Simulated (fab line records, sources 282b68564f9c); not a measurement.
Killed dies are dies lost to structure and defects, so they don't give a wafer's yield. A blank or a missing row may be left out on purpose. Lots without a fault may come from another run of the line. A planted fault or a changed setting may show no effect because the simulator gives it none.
One fault seen from 2 desks | flow rit_cmos | each desk has only its own numbers; what lay behind them comes last

THE METROLOGY DESK
What the gauges read, lot by lot, whatever tool the lot ran on: means of the sampled wafers that have a number. A lot is out of limits, marked OUT, if its mean lies more than 4 standard deviations from the usual mean; the brackets give that distance.
Columns: A = M1_OVL at RIT_M1_OVL_MEAS_10, usual -1.5 nm
lot  | first seen here | A
L374 | day 3 13:22     | -3.2
L375 | day 3 16:03     | -1.9
L376 | day 3 19:03     | 1.1
L377 | day 4 02:55     | -1.1
L378 | day 4 05:17     | -4.2
L379 | day 4 11:52     | -1.8
L380 | day 4 14:56     | -2.3
L382 | day 5 06:08     | 3.8
L386 | day 6 02:41     | 4.0
L388 | day 6 11:53     | 4.8 (+4.2) OUT
L389 | day 6 15:01     | 4.7 (+4.1) OUT
L390 | day 6 20:37     | -2.0
L391 | day 7 01:47     | -3.2
L392 | day 7 05:46     | 0.1
L393 | day 7 11:34     | -1.2
This desk's finding: out of limits on L388, L389; first on L388, day 6 11:53 (M1_OVL at RIT_M1_OVL_MEAS_10). In limits: L374, L375, L376, L377, L378, L379, L380, L382, L386, L390, L391, L392, L393.

THE TOOL OWNER'S DESK: iline_stepper-02
The tool's own readings at RIT_M1_EXPOSE_06 (exposes mask M12, target cd 2600 nm): means of the sampled wafers that have a number, for each lot that ran on this tool. A lot is out of limits, marked OUT, if its mean lies more than 4 standard deviations from the usual mean; the brackets give that distance.
Columns: A = exposure_dose_mJ_cm2 at RIT_M1_EXPOSE_06, usual 249.97
lot  | first seen here | A
L375 | day 3 15:30     | 249.92
L376 | day 3 18:31     | 249.98
L377 | day 4 02:22     | 250.08
L379 | day 4 11:17     | 249.48
L380 | day 4 14:24     | 250.04
L382 | day 5 05:35     | 249.92
L386 | day 6 02:11     | 250.05
L388 | day 6 11:20     | 250.33
L389 | day 6 14:30     | 249.82
This desk's finding: nothing out of limits on any of the 9 lots.

PUT TOGETHER
The metrology desk could have raised an alarm at day 6 11:53, on L388, L389.
The tool owner's desk saw nothing out of limits.
The tool owner's desk has L388, L389 on record, within its limits.
Of the lots named, all ran RIT_M1_EXPOSE_06 on iline_stepper-02.

WHAT THE SIMULATOR HAD PUT IN
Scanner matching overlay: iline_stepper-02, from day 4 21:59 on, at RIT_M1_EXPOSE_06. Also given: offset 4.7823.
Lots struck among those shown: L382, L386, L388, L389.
Hours from the fault's start to each desk's first reading out of limits: the metrology desk, 38.
